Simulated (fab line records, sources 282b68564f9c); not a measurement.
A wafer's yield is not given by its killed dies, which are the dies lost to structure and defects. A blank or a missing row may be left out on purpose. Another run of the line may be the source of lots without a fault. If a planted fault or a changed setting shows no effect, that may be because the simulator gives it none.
fab line records	flow rit_cmos
record lots=13	wafers=39	last_day=7
route steps=202 shown NRETRO@62 PRETRO@73 NLDD@112 CONTACT@168 M1@202
lots that met no fault: taken from a fault-free run of the same line
start_h: start of the lot's first displayed wafer, in hours after the record's first day	wait_h: how many hours have passed since the lot's step before this one	" as in the row above	L1.1+2: one row covering several wafers at once	- no value present, or no start provided	* or withheld: withheld	< > ~ a bound
route shown NAME@n: NAME is a module with steps in the file, n the number in the route of the first one	usual: mean/standard deviation taken from wafers without a fault	same: alike in all rows	chamber/n: place in a boat	sites: per-site readings	_std_site: standard deviation across them	_edge_site: inner sites' mean taken away from outer sites' mean	radius_mm: how far each site lies from the wafer's centre	mask NAME#n: copy n	behind: the last tool/chamber to shape the wafer	hold: what put the lot on hold/how long, in hours/how the hold closed	device: transistor that didn't switch, given as n, p or np	end of line: the same wafers' tests at the end of the route	a step without rows: its recipe alone	killed: dies lost to structure and defects at the first sort, not the wafer's yield	map: a wafer's dies, x killed, . not, _ none there
set.NAME: setting as actually run; set.NAME@STEP: the setting as run at that earlier step	model.NAME: the simulator's own value behind a step, which no gauge read
route steps across a sampled set of lots; one table per step, one row per wafer
services: from which hour (start_h, from the record's first day; less than 0 if before it) a tool's chamber was out of use, for how many hours, and why
## steps
# step RIT_NRETRO_STRIP_09
# recipe chemistry=O2	time_s=180	resist=NOVOLAK	platen_temp_c=withheld	power_w=500	pressure_mtorr=4000	o2_flow_sccm=4000
# usual drypump_motor_current_A=5.7/0.3
lot.wafer	tool	chamber	start_h	wait_h	drypump_motor_current_A	rf_hours_counter_h
L241.3	plasma_asher-02	1	30.97	0.1	5.4	-
L241.5	"	0	"	"	5.8	-
L241.6	"	1	"	"	5.4	-
L242.1	plasma_asher-01	0	35.87	0.1	5.2	40
L242.2	"	1	"	"	6.0	40
L242.6	"	1	"	"	6.0	-
L243.4	plasma_asher-02	0	44.40	0.1	5.8	-
L243.5	"	1	"	"	5.4	-
L243.6	"	0	"	"	5.8	-
L244.4	plasma_asher-02	0	47.57	0.1	5.8	-
L244.5	"	0	"	"	5.8	-
L244.6	"	1	"	"	5.4	-
L245.1	plasma_asher-04	1	52.23	0.1	5.6	37
L245.2	"	0	"	"	6.0	37
L245.6	"	1	"	"	5.6	-
L246.2	plasma_asher-01	1	58.12	0.1	6.0	42
L246.4	"	0	"	"	5.2	-
L246.5	"	1	"	"	6.0	-
L247.1	plasma_asher-02	1	66.05	0.1	5.4	29
L247.5	"	1	"	"	5.4	-
L247.6	"	0	"	"	5.8	-
L248.2	plasma_asher-01	1	70.59	0.1	6.0	44
L248.3	"	1	"	"	6.0	-
L248.6	"	1	"	"	6.0	-
L253.2	plasma_asher-01	0	91.12	0.1	5.2	46
L253.5	"	0	"	"	5.2	-
L253.6	"	1	"	"	6.0	-
L256.4	plasma_asher-04	1	107.87	0.1	5.6	-
L256.5	"	0	"	"	6.0	-
L256.6	"	1	"	"	5.6	-
L257.1	plasma_asher-01	0	112.97	0.1	5.2	48
L257.3	"	1	"	"	6.0	-
L257.4	"	0	"	"	5.2	-
L261.1	plasma_asher-04	0	132.16	0.1	6.0	46
L261.3	"	0	"	"	6.0	-
L261.5	"	0	"	"	6.0	-
L264.1	plasma_asher-01	0	149.26	0.1	5.2	52
L264.2	"	1	"	"	6.0	52
L264.6	"	0	"	"	5.2	-
# step RIT_PRETRO_STRIP_09
# recipe chemistry=O2	time_s=180	resist=NOVOLAK	platen_temp_c=withheld	power_w=500	pressure_mtorr=4000	o2_flow_sccm=4000
# usual drypump_motor_current_A=5.69/0.25
lot.wafer	tool	chamber	start_h	wait_h	drypump_motor_current_A	rf_hours_counter_h
L241.3	plasma_asher-02	1	32.64	0.1	5.36	-
L241.5	"	1	"	"	5.36	-
L241.6	"	0	"	"	5.83	-
L242.1	plasma_asher-02	1	37.42	0.1	5.35	26
L242.2	"	0	"	"	5.79	26
L242.6	"	0	"	"	5.78	-
L243.4	plasma_asher-02	1	46.08	0.1	5.38	-
L243.5	"	0	"	"	5.80	-
L243.6	"	1	"	"	5.38	-
L244.4	plasma_asher-03	1	49.12	0.1	6.17	-
L244.5	"	0	"	"	5.89	-
L244.6	"	1	"	"	6.15	-
L245.1	plasma_asher-03	0	53.78	0.1	5.89	40
L245.2	"	1	"	"	6.15	40
L245.6	"	1	"	"	6.17	-
L246.2	plasma_asher-02	1	59.67	0.1	5.39	28
L246.4	"	0	"	"	5.79	-
L246.5	"	0	"	"	5.79	-
L247.1	plasma_asher-04	0	67.62	0.1	5.99	39
L247.5	"	1	"	"	5.54	-
L247.6	"	0	"	"	5.96	-
L248.2	plasma_asher-02	1	72.52	0.1	5.39	30
L248.3	"	1	"	"	5.39	-
L248.6	"	0	"	"	5.79	-
L253.2	plasma_asher-02	1	93.12	0.1	5.37	32
L253.5	"	0	"	"	5.80	-
L253.6	"	1	"	"	5.38	-
L256.4	plasma_asher-02	1	109.56	0.1	5.38	-
L256.5	"	1	"	"	5.41	-
L256.6	"	0	"	"	5.81	-
L257.1	plasma_asher-02	1	114.53	0.1	5.36	34
L257.3	"	1	"	"	5.38	-
L257.4	"	0	"	"	5.80	-
L261.1	plasma_asher-04	0	133.71	0.1	6.00	46
L261.3	"	0	"	"	6.00	-
L261.5	"	1	"	"	5.58	-
L264.1	plasma_asher-03	1	151.00	0.1	6.14	3
L264.2	"	0	"	"	5.90	3
L264.6	"	0	"	"	5.89	-
# step RIT_NLDD_STRIP_09
# recipe chemistry=O2	time_s=180	resist=NOVOLAK	platen_temp_c=withheld	power_w=500	pressure_mtorr=4000	o2_flow_sccm=4000
# usual drypump_motor_current_A=5.80/0.29
lot.wafer	tool	chamber	start_h	wait_h	drypump_motor_current_A	rf_hours_counter_h
L241.3	plasma_asher-01	1	44.13	0.1	6.02	-
L241.5	"	0	"	"	5.20	-
L241.6	"	1	"	"	6.05	-
L242.1	plasma_asher-04	0	48.53	0.1	6.00	37
L242.2	"	1	"	"	5.57	37
L242.6	"	0	"	"	5.99	-
L243.4	plasma_asher-03	0	62.09	0.1	5.89	-
L243.5	"	0	"	"	5.87	-
L243.6	"	1	"	"	6.15	-
L244.4	plasma_asher-04	0	62.37	0.1	5.96	-
L244.5	"	1	"	"	5.60	-
L244.6	"	0	"	"	5.95	-
L245.1	plasma_asher-04	1	65.60	0.1	5.55	39
L245.2	"	0	"	"	5.98	39
L245.6	"	0	"	"	5.98	-
L246.2	plasma_asher-01	0	72.58	0.1	5.22	44
L246.4	"	1	"	"	6.02	-
L246.5	"	1	"	"	6.04	-
L247.1	plasma_asher-01	1	80.52	0.1	6.04	45
L247.5	"	0	"	"	5.22	-
L247.6	"	1	"	"	6.01	-
L248.2	plasma_asher-03	0	83.07	0.1	5.84	44
L248.3	"	1	"	"	6.12	-
L248.6	"	1	"	"	6.15	-
L253.2	plasma_asher-03	0	107.66	0.1	5.88	46
L253.5	"	0	"	"	5.84	-
L253.6	"	1	"	"	6.17	-
L256.4	plasma_asher-01	0	122.07	0.1	5.23	-
L256.5	"	1	"	"	5.99	-
L256.6	"	0	"	"	5.20	-
L257.1	plasma_asher-03	0	125.85	0.1	5.87	1
L257.3	"	1	"	"	6.14	-
L257.4	"	0	"	"	5.86	-
L261.1	plasma_asher-04	0	145.34	0.1	5.98	47
L261.3	"	0	"	"	5.98	-
L261.5	"	1	"	"	5.59	-
L264.1	plasma_asher-04	1	163.68	0.1	5.55	49
L264.2	"	0	"	"	5.98	49
L264.6	"	1	"	"	5.54	-
# step RIT_CONTACT_CVD_00
# recipe material=SiO2	target_thk_nm=400	precursor=TEOS	temp_c=390	time_s=61	rf_w=400
# usual heater_power_w=327/51
lot.wafer	tool	chamber	start_h	wait_h	heater_power_w
L241.3	pecvd-02	1	52.65	0.0	268
L241.5	"	0	"	"	325
L241.6	"	1	"	"	277
L242.1	pecvd-04	0	57.14	0.1	356
L242.2	"	1	"	"	397
L242.6	"	2	"	"	330
L243.4	pecvd-01	1	70.62	0.0	341
L243.5	"	0	"	"	330
L243.6	"	2	"	"	328
L244.4	pecvd-02	0	71.41	0.0	417
L244.5	"	1	"	"	272
L244.6	"	2	"	"	270
L245.1	pecvd-04	1	74.40	0.1	421
L245.2	"	2	"	"	356
L245.6	"	2	"	"	269
L246.2	pecvd-01	2	81.34	0.0	259
L246.4	"	0	"	"	276
L246.5	"	2	"	"	273
L247.1	pecvd-02	2	89.11	0.1	296
L247.5	"	2	"	"	316
L247.6	"	0	"	"	410
L248.2	pecvd-04	1	92.42	0.0	433
L248.3	"	2	"	"	354
L248.6	"	2	"	"	360
L253.2	pecvd-02	2	116.63	0.0	298
L253.5	"	1	"	"	294
L253.6	"	0	"	"	406
L256.4	pecvd-02	2	130.78	0.0	220
L256.5	"	1	"	"	298
L256.6	"	0	"	"	435
L257.1	pecvd-04	0	135.81	0.1	334
L257.3	"	2	"	"	352
L257.4	"	1	"	"	413
L261.1	pecvd-01	0	154.17	0.1	283
L261.3	"	2	"	"	268
L261.5	"	1	"	"	272
L264.1	pecvd-01	2	172.59	0.1	332
L264.2	"	0	"	"	309
L264.6	"	2	"	"	250
# step RIT_M1_PROBE_99
# usual killed_at_contacts=0.0/0.22	killed_at_front_end=7/3.2	killed_dies=8/3.2	killed_open=3.7/2.1	killed_short=3.8/2.2
# same gross_dies=264	killed_at_M0_to_M3=0	killed_at_M4_up=0	killed_at_back_side=0	killed_at_other=0
lot.wafer	tool	chamber	start_h	wait_h	killed_at_contacts	killed_at_front_end	killed_dies	killed_open	killed_short
L245.1	prober-01	-	81.05	0.1	0	7	7	4	3
L245.2	prober-01	-	81.10	0.1	0	5	5	0	5
L245.6	prober-01	-	81.30	0.2	0	4	4	3	1
L248.2	prober-02	-	98.74	0.1	0	5	5	2	3
L248.3	prober-02	-	98.79	0.2	0	2	2	1	1
L248.6	prober-02	-	98.94	0.2	0	8	8	4	4
L257.1	prober-01	-	142.21	0.1	8	10	18	6	4
L257.3	prober-01	-	142.31	0.2	0	10	10	6	4
L257.4	prober-01	-	142.36	0.2	0	5	5	2	3
L261.1	prober-01	-	161.03	0.1	0	5	5	1	4
L261.3	prober-01	-	161.13	0.2	0	7	7	6	1
L261.5	prober-01	-	161.23	0.2	0	3	3	2	1
# killed by level:class
L245.1 FOX1:geometric_particle:open=3 GATE:geometric_particle:short=2 SPACER:geometric_particle:short=1 SILICIDE:geometric_particle:open=1
L245.2 GATE:geometric_particle:short=3 REOX:geometric_particle:short=1 SPACER:geometric_particle:short=1
L245.6 FOX1:geometric_particle:open=2 GATE:geometric_particle:open=1 SILICIDE:geometric_particle:short=1
L248.2 GATE:geometric_particle:short=2 FOX2:geometric_particle:short=1 GATE:geometric_particle:open=1 SILICIDE:geometric_particle:open=1
L248.3 REOX:geometric_particle:short=1 SILICIDE:geometric_particle:open=1
L248.6 GATE:geometric_particle:short=3 GATE:geometric_particle:open=2 FOX1:geometric_particle:open=1 FOX2:geometric_particle:open=1 REOX:geometric_particle:short=1
L257.1 CONTACT:unspecified=8 GATE:geometric_particle:open=3 SPACER:geometric_particle:short=2 FOX2:geometric_particle:short=1 REOX:geometric_particle:short=1 REOX:geometric_particle:open=1 SPACER:geometric_particle:open=1 SILICIDE:geometric_particle:open=1
L257.3 GATE:geometric_particle:open=4 GATE:geometric_particle:short=3 SPACER:geometric_particle:open=2 FOX1:geometric_particle:short=1
L257.4 GATE:geometric_particle:short=1 GATE:geometric_particle:open=1 REOX:geometric_particle:short=1 SPACER:geometric_particle:open=1 SPACER:geometric_particle:short=1
L261.1 GATE:geometric_particle:short=3 FOX1:geometric_particle:short=1 FOX2:geometric_particle:open=1
L261.3 FOX1:geometric_particle:open=2 FOX2:geometric_particle:open=2 FOX2:geometric_particle:short=1 REOX:geometric_particle:open=1 SPACER:geometric_particle:open=1
L261.5 FOX1:geometric_particle:short=1 GATE:geometric_particle:open=1 SILICIDE:geometric_particle:open=1
## services
tool	chamber	start_h	hours	kind
plasma_asher-02	-	7.93	0.9	repair
plasma_asher-04	-	11.32	28.1	pm
pecvd-02	-	35.19	1.4	repair
plasma_asher-01	-	54.90	3.0	repair
plasma_asher-04	-	89.88	0.5	repair
plasma_asher-03	-	108.75	9.0	pm
plasma_asher-03	0	108.75	9.0	vent_cycle
plasma_asher-03	1	108.75	9.0	vent_cycle
plasma_asher-03	0	117.75	-	clean
plasma_asher-03	1	117.75	-	clean
plasma_asher-02	-	132.94	4.4	repair
pecvd-01	-	157.13	3.1	repair
plasma_asher-02	-	165.77	2.1	repair
## key
first_sign step=RIT_M1_PROBE_99	reading=killed_at_contacts	direction=up	sigmas=8	usual=0.0	struck=8
effect step=RIT_M1_PROBE_99	reading=killed_dies	direction=up	sigmas=3.3	usual=8	struck=18
met_at RIT_CONTACT_CVD_00
struck_lots L257
struck_wafers L257.1
tester_left_out L257
not_acting_at RIT_NRETRO_STRIP_09,RIT_PRETRO_STRIP_09,RIT_NLDD_STRIP_09
onset_between 57.14 135.81
fault kind=chamber_particle_source	tool=pecvd-04	chamber=0	onset_h=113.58	steps=RIT_CONTACT_CVD_00	rate_per_visit_cm2=0.025371	end_h=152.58
# tester_left_out: of these lots the tester's yield and bins aren't shown, on N5 and GAA mostly nor the transistor test; their killed dies are dies lost to structure and defects alone, not to doping, threshold or leakage, so they don't give the yield
